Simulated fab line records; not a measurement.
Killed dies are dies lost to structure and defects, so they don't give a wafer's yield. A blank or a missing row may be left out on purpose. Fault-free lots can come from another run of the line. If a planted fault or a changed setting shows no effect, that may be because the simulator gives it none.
Which tool is to blame? | flow berkeleyCmos170 | 14 lots, 41 wafers sampled, at 4 steps of a route of 331

## WHAT THE GAUGES SHOWED, per wafer
UCB170_V2_OVL_MEAS_13. Usual: V2_OVL gives 0 nm (standard deviation 5.7).
lot  | measured     | on         | V2_OVL (nm) | flag
L309 | day 9 20:12  | overlay-01 | 1 -6 -7     | 
L310 | day 9 21:10  | overlay-01 | -8 1        | 
L307 | day 9 19:53  | overlay-02 | -7 -6 6     | 
L312 | day 9 20:46  | overlay-01 | -5 0 -11    | 
L311 | day 9 20:26  | overlay-02 | 1 4 2       | 
L320 | day 11 02:13 | overlay-02 | -12 -2 0    | 
L316 | day 11 02:02 | overlay-01 | -3 -4 -5    | 
L323 | day 12 13:08 | overlay-01 | 0 3 6       | 
L324 | day 12 08:41 | overlay-02 | 8 5 8       | 
L325 | day 12 12:44 | overlay-02 | -6 0 -7     | 
L327 | day 12 12:30 | overlay-01 | 7 5 7       | 
L330 | day 13 10:08 | overlay-02 | -12 -13 -8  | 
L329 | day 13 08:52 | overlay-02 | -6 -5 -2    | 
L328 | day 13 10:36 | overlay-02 | 4 -2 -6     | 

UCB170_M3_BOW_MEAS_20. Usual: M3_BOW gives 36 um (standard deviation 7.1).
lot  | measured     | on           | M3_BOW (um) | flag
L309 | day 10 00:18 | filmMetro-04 | 36 43 34    | 
L310 | day 10 02:19 | filmMetro-04 | 37 40       | 
L307 | day 10 00:00 | filmMetro-03 | 30 40 36    | 
L312 | day 10 01:25 | filmMetro-01 | 26 44 25    | 
L311 | day 10 00:34 | filmMetro-01 | 26 36 34    | 
L320 | day 11 06:14 | filmMetro-03 | 39 29 36    | 
L316 | day 11 05:35 | filmMetro-04 | 36 38 47    | 
L323 | day 12 17:00 | filmMetro-04 | 24 36 30    | 
L324 | day 12 13:43 | filmMetro-04 | 35 41 30    | 
L325 | day 12 16:22 | filmMetro-01 | 39 40 33    | 
L327 | day 12 16:11 | filmMetro-01 | 42 45 38    | 
L330 | day 13 13:17 | filmMetro-04 | 39 39 41    | 
L329 | day 13 12:17 | filmMetro-04 | 30 31 48    | 
L328 | day 13 13:52 | filmMetro-01 | 42 41 32    | 

## WHAT TOOL EACH LOT RAN ON (gives the tool, then ch and the chambers of the sampled wafers, and finally the start)
lot  | UCB170_GATE_ETCH_15             | UCB170_M3_ETCH_17
L309 | rieSi-01 ch 0,3, day 7 22:45    | rieDiel-01 ch 0,2,3, day 9 23:47
L310 | rieSi-02 ch 2,3, day 8 02:33    | rieDiel-01 ch 1,3, day 10 01:44
L307 | rieSi-02 ch 1,3, day 8 02:48    | rieDiel-03 ch 1,2, day 9 23:28
L312 | rieSi-01 ch 1,2,3, day 8 03:02  | rieDiel-03 ch 2,3, day 10 00:55
L311 | rieSi-02 ch 1,2,3, day 8 03:10  | rieDiel-01 ch 0,2,3, day 10 00:07
L320 | rieSi-02 ch 1,2, day 9 08:36    | rieDiel-03 ch 0,1, day 11 05:47
L316 | rieSi-01 ch 0,1,2, day 9 08:43  | rieDiel-01 ch 0,1,3, day 11 04:56
L323 | rieSi-02 ch 1,2, day 10 20:58   | rieDiel-04 ch 0,3, day 12 16:32
L324 | rieSi-01 ch 1,3, day 10 21:14   | rieDiel-04 ch 0,1, day 12 13:05
L325 | rieSi-02 ch 1,2, day 10 21:26   | rieDiel-03 ch 0,1,3, day 12 15:55
L327 | rieSi-01 ch 2,3, day 10 21:41   | rieDiel-04 ch 1,3, day 12 15:38
L330 | rieSi-01 ch 1,2, day 11 22:16   | rieDiel-04 ch 1,2, day 13 12:49
L329 | rieSi-02 ch 0,1,3, day 11 22:47 | rieDiel-03 ch 1,2,3, day 13 11:48
L328 | rieSi-01 ch 0,1, day 11 22:59   | rieDiel-03 ch 1,3, day 13 13:25
- UCB170_GATE_ETCH_15: etches poly-Si in HBr/Cl2, stops on SiO2, time 56.3 s, target depth 278.2 nm.
- UCB170_M3_ETCH_17: etches BARC in N2/H2.

## AS READ BY THE TOOLS THEMSELVES (means over the sampled wafers that have a number; for cases with no such wafer, the mark the record gives instead)
UCB170_GATE_ETCH_15. Usual: drypumpMotorCurrentA 5.7 A, standard deviation 0.58; oesProductAu 0.843 a.u., standard deviation 0.014; rfFwdPowerW 296.9 W, standard deviation 1.3; throttleValvePct 26.36 %, standard deviation 0.23.
lot  | tool     | drypumpMotorCurrentA (A) | oesProductAu (a.u.) | rfFwdPowerW (W) | throttleValvePct (%) | flag
L309 | rieSi-01 | 5.8                      | 0.825               | 296.4           | 26.34                | 
L310 | rieSi-02 | 5.5                      | 0.838               | 295.6           | 26.25                | 
L307 | rieSi-02 | 5.6                      | 0.837               | 297.5           | 26.57                | 
L312 | rieSi-01 | 5.2                      | 0.841               | 295.6           | 26.32                | 
L311 | rieSi-02 | 5.6                      | 0.845               | 296.4           | 26.31                | 
L320 | rieSi-02 | 5.7                      | 0.859               | 296.5           | 26.23                | 
L316 | rieSi-01 | 5.6                      | 0.842               | 297.9           | 26.42                | 
L323 | rieSi-02 | 5.7                      | 0.856               | 297.4           | 26.22                | 
L324 | rieSi-01 | 4.8                      | 0.860               | 297.5           | 26.37                | 
L325 | rieSi-02 | 5.6                      | 0.844               | 296.2           | 26.04                | 
L327 | rieSi-01 | 5.2                      | 0.845               | 295.6           | 26.24                | 
L330 | rieSi-01 | 5.1                      | 0.854               | 297.9           | 26.44                | 
L329 | rieSi-02 | 6.0                      | 0.856               | 297.9           | 26.53                | 
L328 | rieSi-01 | 5.8                      | 0.832               | 296.9           | 26.45                | 

UCB170_M3_ETCH_17. Usual: drypumpMotorCurrentA 5.8 A, standard deviation 0.47; n2FlowSccm 100.1 sccm, standard deviation 0.32; oesProductAu 1.014 a.u., standard deviation 0.02; rfFwdPowerW 495.1 W, standard deviation 1.9; throttleValvePct 13.27 %, standard deviation 0.2.
lot  | tool       | drypumpMotorCurrentA (A) | n2FlowSccm (sccm) | oesProductAu (a.u.) | rfFwdPowerW (W) | throttleValvePct (%) | flag
L309 | rieDiel-01 | 5.4                      | 100.1             | 1.017               | 494.5           | 13.32                | 
L310 | rieDiel-01 | 5.7                      | 99.8              | 1.095               | 575.1           | 13.41                | OFF
L307 | rieDiel-03 | 6.2                      | 99.9              | 0.999               | 493.7           | 13.20                | 
L312 | rieDiel-03 | 5.7                      | 100.1             | 1.018               | 496.2           | 13.33                | 
L311 | rieDiel-01 | 5.4                      | 100.4             | 1.019               | 495.9           | 13.33                | 
L320 | rieDiel-03 | 6.3                      | 100.2             | 1.005               | 496.1           | 13.20                | 
L316 | rieDiel-01 | 5.7                      | 100.4             | 1.097               | 575.2           | 13.29                | OFF
L323 | rieDiel-04 | 5.2                      | 99.8              | 1.056               | 493.9           | 13.16                | 
L324 | rieDiel-04 | 6.1                      | 100.1             | 1.023               | 497.6           | 13.02                | 
L325 | rieDiel-03 | 6.1                      | 100.2             | 1.011               | 496.1           | 13.26                | 
L327 | rieDiel-04 | 5.6                      | 99.7              | 1.023               | 494.2           | 13.07                | 
L330 | rieDiel-04 | 6.0                      | 99.9              | 1.014               | 494.3           | 13.16                | 
L329 | rieDiel-03 | 6.0                      | 100.1             | 1.014               | 495.6           | 13.28                | 
L328 | rieDiel-03 | 6.3                      | 99.7              | 1.001               | 495.7           | 13.11                | 

## THE ANSWER, worked out from the rows above alone
Rule: lot off if the mean of its wafers having a number is beyond 3 standard deviations from the usual mean. A lot without any number at a reading at which 4 lots or more have one is off too. The other lots that the step has rows for count as sound. After the gauges, taken in route order, come the tools' own readings; for these a lot's mean is taken, as printed above. The first step at which some lot is off is used, and at that step the reading that is off furthest; a lot without a number counts as furthest.
Off, at UCB170_M3_ETCH_17 on rfFwdPowerW: L310, L316.
A tool fits if, at that step or a process step before it, it ran every lot that is off, and no sound lot after the first of them. One fits: UCB170_M3_ETCH_17 on rieDiel-01. A fault onset in the window from L311 (day 10 00:07, its last sound lot) to L310 (day 10 01:44, its first lot off) fits.
The tool's own readings at UCB170_M3_ETCH_17 bear it out: on the lots that are off they differ by more than 5 times the standard deviation of the sound lots' means. oesProductAu reads 1.096 a.u. there against 1.017 a.u. on the sound lots; rfFwdPowerW reads 575.2 W there against 495.3 W on the sound lots.

## WHAT THE SIMULATOR PUT IN
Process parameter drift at UCB170_M3_ETCH_17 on rieDiel-01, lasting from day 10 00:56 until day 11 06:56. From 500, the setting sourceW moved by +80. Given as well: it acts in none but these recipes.
Lots struck among those shown: L310, L316. The rule above reached the same finding.
